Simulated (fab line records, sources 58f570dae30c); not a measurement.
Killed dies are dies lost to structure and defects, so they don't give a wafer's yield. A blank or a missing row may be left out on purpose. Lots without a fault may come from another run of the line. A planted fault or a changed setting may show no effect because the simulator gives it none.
fab line records | flow berkeley_cmos170
record lots=7 wafers=21 last_day=12
route steps=331 shown PFIELD@86 FIELD@89 SACOX@97
lots that met no fault: from a run of the same line without faults
start_h: hours from the record's first day to the start of the lot's first wafer shown | wait_h: hours since the lot's step before | " the same as in the row above | L1.1+2: a row that stands for several wafers | - no value, or no start given | * or withheld: withheld | < > ~ a bound
route shown NAME@n: a module of which the file shows steps, and the number in the route of the first | usual: mean/standard deviation of fault-free wafers | same: alike in all rows | chamber/n: place in a boat | sites: the reading at each site | _std_site: their standard deviation | _edge_site: outer sites' mean less inner sites' | radius_mm: how far each site lies from the wafer's centre | mask NAME#n: copy n | behind: the tool/chamber that last shaped the wafer | hold: why the lot was held/for how many hours/how that ended | device: the transistor (n, p or np) that didn't switch | end of line: the same wafers' tests at the end of the route | a step without rows: its recipe alone | killed: dies lost to structure and defects at the first sort, not the wafer's yield | map: a wafer's dies, x killed, . not, _ none there
set.NAME: the setting as run; set.NAME@STEP: as run at that earlier step | model.NAME: the simulator's own value behind a step, which no gauge read
lots at some steps of the route; a table a step, a row a wafer
services: from which hour (start_h, from the record's first day; less than 0 if before it) a tool's chamber was out of use, for how many hours, and why
## steps
# step UCB170_PFIELD_IMPLANT_07
# recipe species=B dose_cm2=2e+13 energy_kev=80 tilt_deg=7
# step UCB170_PFIELD_STRIP_08
# recipe chemistry=O2 power_w=400 pressure_mtorr=3500 platen_temp_c=withheld o2_flow_sccm=400 overash_fraction=0.5
# usual drypump_motor_current_A=5.59/0.29 oes_product_au=0.735/0.0044 strip_time_to_endpoint_s=21.61/0.086
# columns lot.wafer tool chamber start_h wait_h drypump_motor_current_A oes_product_au rf_hours_counter_h strip_time_to_endpoint_s
L893.1 plasma_asher-04 1 119.62 0.1 5.18 0.725 33 21.61
L893.2 " 0 " " 5.45 0.738 33 21.63
L893.5 " 1 " " 5.16 0.726 - 21.66
L898.1 plasma_asher-02 0 145.04 0.1 5.68 0.733 45 21.49
L898.2 " 1 " " 5.92 0.738 45 21.60
L898.6 " 1 " " 5.94 0.740 - 21.52
L901.4 plasma_asher-02 1 157.84 0.1 5.93 0.737 - 21.62
L901.5 " 0 " " 5.67 0.738 - 21.56
L901.6 " 1 " " 5.94 0.733 - 21.58
L900.1 plasma_asher-03 1 158.29 0.1 5.97 0.736 42 21.57
L900.4 " 0 " " 5.74 0.732 - 21.50
L900.5 " 0 " " 5.74 0.733 - 21.53
L902.3 plasma_asher-04 0 161.12 0.1 5.44 0.734 - 21.65
L902.5 " 0 " " 5.45 0.733 - 21.74
L902.6 " 1 " " 5.18 0.741 - 21.61
L906.1 plasma_asher-02 0 193.50 0.1 5.67 0.729 50 21.68
L906.4 " 0 " " 5.66 0.732 - 21.68
L906.6 " 0 " " 5.66 0.734 - 21.73
L907.2 plasma_asher-04 1 194.11 0.1 5.17 0.734 42 21.65
L907.4 " 1 " " 5.17 0.731 - 21.52
L907.6 " 0 " " 5.43 0.733 - 21.53
# step UCB170_PFIELD_TW_MEAS_09
# usual PFIELD_TW=599/5.2
# columns lot.wafer tool chamber start_h wait_h PFIELD_TW
L893.1 film_metro-01 - 119.72 0.1 607
L893.2 " - " " 603
L893.5 " - " " 604
L898.1 film_metro-01 - 145.14 0.1 602
L898.2 " - " " 602
L898.6 " - " " 603
L901.4 film_metro-04 - 157.93 0.1 593
L901.5 " - " " 592
L901.6 " - " " 589
L900.1 film_metro-01 - 158.39 0.1 603
L900.4 " - " " 602
L900.5 " - " " 602
L902.3 film_metro-01 - 161.20 0.1 604
L902.5 " - " " 603
L902.6 " - " " 607
L906.1 film_metro-02 - 193.60 0.1 594
L906.4 " - " " 593
L906.6 " - " " 594
L907.2 film_metro-01 - 194.22 0.1 602
L907.4 " - " " 602
L907.6 " - " " 600
# step UCB170_FIELD_CLEAN_00
# recipe chemistry=dHF dilution=25:1 time_s=7.5
# step UCB170_FIELD_OXIDATION_01
# recipe temp_c=1000 ambient=H2O p_h2o_torr=584.62 target_thk_a=5583 ox_time_s=7200
# step UCB170_FIELD_THK_MEAS_02
# recipe reads=SiO2_of_FIELD_OXIDATION_01
# usual FIELD_OXIDE_THK=561/10
# columns lot.wafer tool chamber start_h wait_h FIELD_OXIDE_THK[nm]
L893.1 film_metro-03 - 125.74 0.0 551
L893.2 " - " " 551
L893.5 " - " " 561
L898.1 film_metro-04 - 151.41 0.0 558
L898.2 " - " " 556
L898.6 " - " " 555
L900.1 film_metro-04 - 162.91 0.0 558
L900.4 " - " " 559
L900.5 " - " " 572
L901.4 film_metro-02 - 162.94 0.0 534
L901.5 " - " " 527
L901.6 " - " " 542
L902.3 film_metro-02 - 169.21 0.0 550
L902.5 " - " " 555
L902.6 " - " " 551
L906.1 film_metro-02 - 198.25 0.0 570
L906.4 " - " " 569
L906.6 " - " " 564
L907.2 film_metro-03 - 198.26 0.0 564
L907.4 " - " " 563
L907.6 " - " " 562
# step UCB170_FIELD_ANNEAL_03
# recipe temp_c=1000 time_s=1200 ambient=N2
# step UCB170_FIELD_WET_ETCH_04
# recipe chemistry=dHF dilution=10:1 target=SiO2 temp_c=25 time_s=60
# step UCB170_FIELD_WET_ETCH_05
# recipe chemistry=H3PO4 target=Si3N4 temp_c=160 time_s=12600
# step UCB170_FIELD_WET_ETCH_06
# recipe chemistry=BOE dilution=5:1 target=SiO2 temp_c=25 time_s=22
# step UCB170_FIELD_THK_MEAS_90
# recipe reads=SiO2_of_FIELD_OXIDATION_01
# usual FIELD_OXIDE_LEFT_1_THK=445/10
# columns lot.wafer tool chamber start_h wait_h FIELD_OXIDE_LEFT_1_THK[nm]
L893.1 film_metro-04 - 133.79 0.0 435
L893.2 " - " " 434
L893.5 " - " " 444
L898.1 film_metro-04 - 159.21 0.0 440
L898.2 " - " " 440
L898.6 " - " " 438
L900.1 film_metro-03 - 173.23 0.0 441
L900.4 " - " " 441
L900.5 " - " " 454
L901.4 film_metro-02 - 173.26 0.0 417
L901.5 " - " " 410
L901.6 " - " " 424
L902.3 film_metro-02 - 177.91 0.0 434
L902.5 " - " " 438
L902.6 " - " " 435
L906.1 film_metro-03 - 205.99 0.0 452
L906.4 " - " " 453
L906.6 " - " " 447
L907.2 film_metro-04 - 206.00 0.0 446
L907.4 " - " " 445
L907.6 " - " " 444
# step UCB170_SACOX_CLEAN_00
# recipe chemistry=dHF dilution=25:1 time_s=7.5
# step UCB170_SACOX_OXIDATION_01
# recipe temp_c=900 ambient=O2 target_thk_a=144 ox_time_s=2400
# usual ox_temp_c=900.1/0.36 ox_temp_c_max=904.7/1.3
# columns lot.wafer tool chamber start_h wait_h ox_temp_c ox_temp_c_max
L893.1 furnace-01 0 135.82 2.0 900.3 903.8
L893.2 " 0 " " 899.9 903.7
L893.5 " 0 " " 899.0 902.8
L898.1 furnace-04 0 161.59 2.3 900.3 905.2
L898.2 " 0 " " 900.2 908.3
L898.6 " 0 " " 900.3 906.6
L900.1 furnace-03 - 176.63 3.3 - -
L900.4 " - " " - -
L900.5 " - " " - -
L901.4 furnace-03 - 176.63 3.3 - -
L901.5 " - " " - -
L901.6 " - " " - -
L902.3 furnace-01 - 181.13 3.1 - -
L902.5 " - " " - -
L902.6 " - " " - -
L906.1 furnace-01 0 209.27 3.2 900.2 904.4
L906.4 " 0 " " 900.4 905.1
L906.6 " 0 " " 900.5 904.5
L907.2 furnace-01 0 209.27 3.2 899.7 903.7
L907.4 " 0 " " 900.1 904.3
L907.6 " 0 " " 900.3 904.6
## services
# columns tool chamber start_h hours kind
plasma_asher-04 - 137.57 0.8 repair
furnace-01 - 141.67 3.9 pm
furnace-04 - 178.12 7.2 repair
furnace-01 - 184.13 4.4 pm
plasma_asher-03 - 189.73 14.6 pm
furnace-03 - 206.44 3.0 pm
## key
first_sign step=UCB170_SACOX_OXIDATION_01 reading=tool_record direction=missing
effect none on later readings
met_at UCB170_SACOX_OXIDATION_01
struck_wafers L900.1,L900.4,L900.5,L901.4,L901.5,L901.6,L902.3,L902.5,L902.6
later_rows_left_out L900.1,L900.4,L900.5,L901.4,L901.5,L901.6,L902.3,L902.5,L902.6
sort_left_out L900.1,L900.4,L900.5,L901.4,L901.5,L901.6,L902.3,L902.5,L902.6
tester_left_out L900,L901,L902
onset_between 135.82 176.63
fault kind=skipped_step_whole tool=furnace-01,furnace-03 chamber=- onset_h=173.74 steps=UCB170_SACOX_OXIDATION_01 scope=struck_lots_only
# tester_left_out: of these lots the tester's yield and bins aren't shown, on N5 and GAA mostly nor the transistor test; their killed dies are dies lost to structure and defects alone, not to doping, threshold or leakage, so they don't give the yield
# sort_left_out: the simulated sort isn't trusted on such a fault, so these wafers' sort isn't shown, and their yield isn't known
# later_rows_left_out: the simulator's readings of these wafers behind a module that went badly wrong aren't trusted and aren't shown, but for the sort
